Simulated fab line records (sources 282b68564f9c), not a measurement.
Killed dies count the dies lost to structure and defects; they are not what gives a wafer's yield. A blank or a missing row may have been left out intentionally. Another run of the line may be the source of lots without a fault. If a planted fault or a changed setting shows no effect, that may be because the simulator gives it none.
Comparing a struck lot with a sound one | flow ritCmos | 18 out of 202 route steps
Sound: the wafers L821.3, L821.4, L821.6. The struck wafers were L831.2, L831.3, L831.6. The cause comes at the end.
Per side, at each step with rows, come the tool, then ch with its chambers, and then its first start. Under that, the readings that differ: sound wafers | struck wafers | difference of the means | sigmas: that difference in standard deviations of wafers without a fault.
alike: readings whose means differ by less than 2 such deviations, and words and numbers that are the same on both sides. not compared: withheld readings, readings that some wafer has no value for, bounds like >300 that may hide the same value, and numbers for which the record gives no deviation and whose values overlap.
A row with sigmas, a row that says differs or no value, or rows on one side alone: a step with any of these is where the two part. Numbers that have no deviation but don't overlap get no sigmas and don't part them. A reading that every wafer of one side lacks parts them only if that side has two wafers or more.

first, 3 steps without rows for these wafers: RIT_ACTIVE_CLEAN_16 (cleans in dHF, time 30 s); RIT_ACTIVE_CLEAN_17 (cleans in SC2, time 600 s); RIT_FOX1_OXIDATION_00 (target thk 350.7 nm, ox time 1130 s).
RIT_FOX1_THK_MEAS_01:
  sound on filmMetro-03 at day 3 09:25; struck on filmMetro-02 at day 5 10:59
  alike: FOX1_OXIDE_THK
then, 2 steps without rows for these wafers: RIT_FOX1_WET_ETCH_02 (etches SiO2 in BOE, target depth 350 nm, time 390 s); RIT_FOX2_OXIDATION_00 (target thk 350.7 nm, ox time 1130 s).
RIT_FOX2_THK_MEAS_01:
  sound on filmMetro-01 at day 3 10:55; struck on filmMetro-03 at day 5 12:29
  alike: FOX2_OXIDE_THK
then, 2 steps without rows for these wafers: RIT_FOX2_CLEAN_02 (cleans in dHF, time 176.3 s); RIT_FOX2_WET_ETCH_03 (etches Si3N4 in H3PO4, target depth 195 nm, time 2700 s).
RIT_FOX2_THK_MEAS_90:
  sound on filmMetro-03 at day 3 11:49; struck on filmMetro-02 at day 5 13:31
  alike: FIELD_OXIDE_LEFT_1_THK
then, 2 steps without rows for these wafers: RIT_NWELL_HMDS_00 (prime time 60 s); RIT_NWELL_COAT_01 (resist thk 1300 nm).
RIT_NWELL_SOFTBAKE_02: time 60 s.
  sound on lithoTrack-03 ch 0, day 3 12:12; struck on lithoTrack-03 ch 0, day 5 13:54
reading               | sound             | struck            | difference | sigmas
heaterPowerTotalW (W) | 34.57 34.58 34.49 | 28.59 28.64 28.50 | -5.97      | -99 or more
plateTempC (C)        | 89.89 90.00 89.84 | 78.85 78.90 78.93 | -11.02     | -85
then, 2 steps without rows for these wafers: RIT_NWELL_EXPOSE_03 (exposes mask M2, target cd 43900 nm); RIT_NWELL_PEB_04.
RIT_NWELL_DEVELOP_05: develop time 68 s.
  sound: lithoTrack-03 ch 0; struck: lithoTrack-04 ch 0
reading                                   | sound          | struck         | difference | sigmas
model.NOVOLAK_of_NWELL_COAT_01.thkNm (nm) | 1296 1298 1296 | 1337 1341 1341 | +43        | 
RIT_NWELL_OVL_MEAS_06:
  sound on overlay-02 at day 3 12:52; struck on overlay-01 at day 5 14:35
  alike: NWELL_OVL
RIT_M1_PROBE_99:
  sound on prober-01 at day 5 01:51; struck on prober-01 at day 7 05:27
  alike: killedAtContacts, killedAtFrontEnd, killedDies, killedOpen, killedShort

== WHERE THEY PART ==
At RIT_NWELL_SOFTBAKE_02 and nowhere else, as far as this record goes. Later steps at which nothing parts them and some readings are alike: RIT_NWELL_OVL_MEAS_06, RIT_M1_PROBE_99.

WHY: what had been put in by the simulator
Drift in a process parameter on lithoTrack-03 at RIT_NWELL_SOFTBAKE_02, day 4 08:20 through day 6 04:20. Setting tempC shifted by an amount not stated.
